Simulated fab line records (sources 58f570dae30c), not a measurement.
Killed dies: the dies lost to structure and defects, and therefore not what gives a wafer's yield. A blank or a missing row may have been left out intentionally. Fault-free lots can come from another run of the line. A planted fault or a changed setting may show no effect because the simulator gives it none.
Check of tool commonality || flow berkeleyCmos170 || Sampled: 15 lots, 54 wafers

== REASON FOR OPENING ==
UCB170_GATE_THK_MEAS_05, reading GATE_POLY_THK: flagged on 3 of 15 lots. Wafers without a fault read 214.1 nm, standard deviation 1.8.
Rule: a lot is flagged in two cases, either no wafer of it has a number, or all its wafers with numbers fall more than 4 standard deviations from that mean. The other lots count as sound.

{"lot": "L735", "measured": "day 6 19:17", "on": "filmMetro-03", "GATE_POLY_THK (nm), wafer by wafer": "213.0 214.4 213.7", "flag": ""}
{"lot": "L733", "measured": "day 6 19:20", "on": "filmMetro-03", "GATE_POLY_THK (nm), wafer by wafer": "214.6 215.1 214.3", "flag": ""}
{"lot": "L738", "measured": "day 7 20:40", "on": "filmMetro-04", "GATE_POLY_THK (nm), wafer by wafer": "212.5 212.5 212.2", "flag": ""}
{"lot": "L737", "measured": "day 7 20:41", "on": "filmMetro-03", "GATE_POLY_THK (nm), wafer by wafer": "213.9 213.8 212.5", "flag": ""}
{"lot": "L741", "measured": "day 8 05:26", "on": "filmMetro-01", "GATE_POLY_THK (nm), wafer by wafer": "214.0 214.0 212.3", "flag": ""}
{"lot": "L742", "measured": "day 8 05:26", "on": "filmMetro-04", "GATE_POLY_THK (nm), wafer by wafer": "217.3 216.8 216.2", "flag": ""}
{"lot": "L739", "measured": "day 8 05:29", "on": "filmMetro-04", "GATE_POLY_THK (nm), wafer by wafer": "217.1 217.2 217.3", "flag": ""}
{"lot": "L740", "measured": "day 8 05:29", "on": "filmMetro-01", "GATE_POLY_THK (nm), wafer by wafer": "213.0 215.0 213.2", "flag": ""}
{"lot": "L743", "measured": "day 9 20:06", "on": "filmMetro-01", "GATE_POLY_THK (nm), wafer by wafer": "173.5 174.2 172.8 173.5 174.1 172.8", "flag": "FLAGGED"}
{"lot": "L746", "measured": "day 9 20:06", "on": "filmMetro-03", "GATE_POLY_THK (nm), wafer by wafer": "172.9 174.6 173.3 172.7 174.5 173.2", "flag": "FLAGGED"}
{"lot": "L744", "measured": "day 9 20:07", "on": "filmMetro-04", "GATE_POLY_THK (nm), wafer by wafer": "173.5 171.0 172.9 173.4 171.1 172.7", "flag": "FLAGGED"}
{"lot": "L745", "measured": "day 9 23:15", "on": "filmMetro-04", "GATE_POLY_THK (nm), wafer by wafer": "212.0 210.5 209.8", "flag": ""}
{"lot": "L748", "measured": "day 10 11:23", "on": "filmMetro-01", "GATE_POLY_THK (nm), wafer by wafer": "209.6 211.8 210.3", "flag": ""}
{"lot": "L755", "measured": "day 12 01:32", "on": "filmMetro-04", "GATE_POLY_THK (nm), wafer by wafer": "211.0 211.7 212.4", "flag": ""}
{"lot": "L754", "measured": "day 12 01:34", "on": "filmMetro-01", "GATE_POLY_THK (nm), wafer by wafer": "213.3 213.9 214.4", "flag": ""}
Average over the flagged lots: 173.2 nm; offset from the usual -40.9 nm, equal to -23 standard deviations.

== TOOL THAT RAN EACH LOT ==
The record holds 1 process step before the reading, out of a route of 331 steps. Cell contents, in order: the tool; ch with the chambers the sampled wafers went through; the start.
{"lot": "L735", "flag": "", "UCB170_GATE_CVD_04": "lpcvd-01 ch 0, day 6 17:53"}
{"lot": "L733", "flag": "", "UCB170_GATE_CVD_04": "lpcvd-01 ch 1, day 6 17:53"}
{"lot": "L738", "flag": "", "UCB170_GATE_CVD_04": "lpcvd-01 ch 0, day 7 19:16"}
{"lot": "L737", "flag": "", "UCB170_GATE_CVD_04": "lpcvd-01 ch 0, day 7 19:16"}
{"lot": "L741", "flag": "", "UCB170_GATE_CVD_04": "lpcvd-02 ch 0, day 8 04:01"}
{"lot": "L742", "flag": "", "UCB170_GATE_CVD_04": "lpcvd-02 ch 0, day 8 04:01"}
{"lot": "L739", "flag": "", "UCB170_GATE_CVD_04": "lpcvd-02 ch 0, day 8 04:01"}
{"lot": "L740", "flag": "", "UCB170_GATE_CVD_04": "lpcvd-02 ch 0, day 8 04:01"}
{"lot": "L743", "flag": "FLAGGED", "UCB170_GATE_CVD_04": "lpcvd-02 ch 1, day 9 18:41"}
{"lot": "L746", "flag": "FLAGGED", "UCB170_GATE_CVD_04": "lpcvd-02 ch 0, day 9 18:41"}
{"lot": "L744", "flag": "FLAGGED", "UCB170_GATE_CVD_04": "lpcvd-02 ch 1, day 9 18:41"}
{"lot": "L745", "flag": "", "UCB170_GATE_CVD_04": "lpcvd-01 ch 1, day 9 21:51"}
{"lot": "L748", "flag": "", "UCB170_GATE_CVD_04": "lpcvd-01 ch 1, day 10 09:59"}
{"lot": "L755", "flag": "", "UCB170_GATE_CVD_04": "lpcvd-01 ch 0, day 12 00:06"}
{"lot": "L754", "flag": "", "UCB170_GATE_CVD_04": "lpcvd-01 ch 1, day 12 00:06"}
These steps, and what they do:
- UCB170_GATE_CVD_04: deposits poly-Si from SiH4, time 1440 s, target thk 214 nm.
- UCB170_GATE_THK_MEAS_05

== FLAGGED OVER TOTAL, TOOL BY TOOL (the gauges that took the reading come last) ==
{"step": "UCB170_GATE_CVD_04", "tool": "lpcvd-01", "lots run": 8, "flagged": 0, "share of the flagged lots": "none", "sound lots run after its first flagged lot": "-"}
{"step": "UCB170_GATE_CVD_04", "tool": "lpcvd-02", "lots run": 7, "flagged": 3, "share of the flagged lots": "all", "sound lots run after its first flagged lot": 0}
{"step": "UCB170_GATE_THK_MEAS_05", "tool": "filmMetro-01", "lots run": 5, "flagged": 1, "share of the flagged lots": "some", "sound lots run after its first flagged lot": "2 (L748,L754)"}
{"step": "UCB170_GATE_THK_MEAS_05", "tool": "filmMetro-03", "lots run": 4, "flagged": 1, "share of the flagged lots": "some", "sound lots run after its first flagged lot": 0}
{"step": "UCB170_GATE_THK_MEAS_05", "tool": "filmMetro-04", "lots run": 6, "flagged": 1, "share of the flagged lots": "some", "sound lots run after its first flagged lot": "2 (L745,L755)"}

== THE TABLE: WHAT IT ALLOWS ==
In the table, 1 row covers all flagged lots: lpcvd-02 at UCB170_GATE_CVD_04.
- lpcvd-02 at UCB170_GATE_CVD_04: 3 of its 7 lots flagged. It ran its last sound lot, L739, at day 8 04:01 and its first flagged lot, L743, at day 9 18:41: a fault with its onset between the two fits. Its own readings lie more than 4 standard deviations out on every wafer of the flagged lots: sih4FlowSccm.
Just one tool remains: lpcvd-02 at UCB170_GATE_CVD_04.

== WHAT HAD BEEN PUT IN BY THE SIMULATOR ==
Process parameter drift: lpcvd-02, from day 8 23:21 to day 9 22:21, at UCB170_GATE_CVD_04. Setting sih4FlowSccm shifted by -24 from 120. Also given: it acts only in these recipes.
Lots struck among those shown: L743, L746, L744. The rule above found the same.
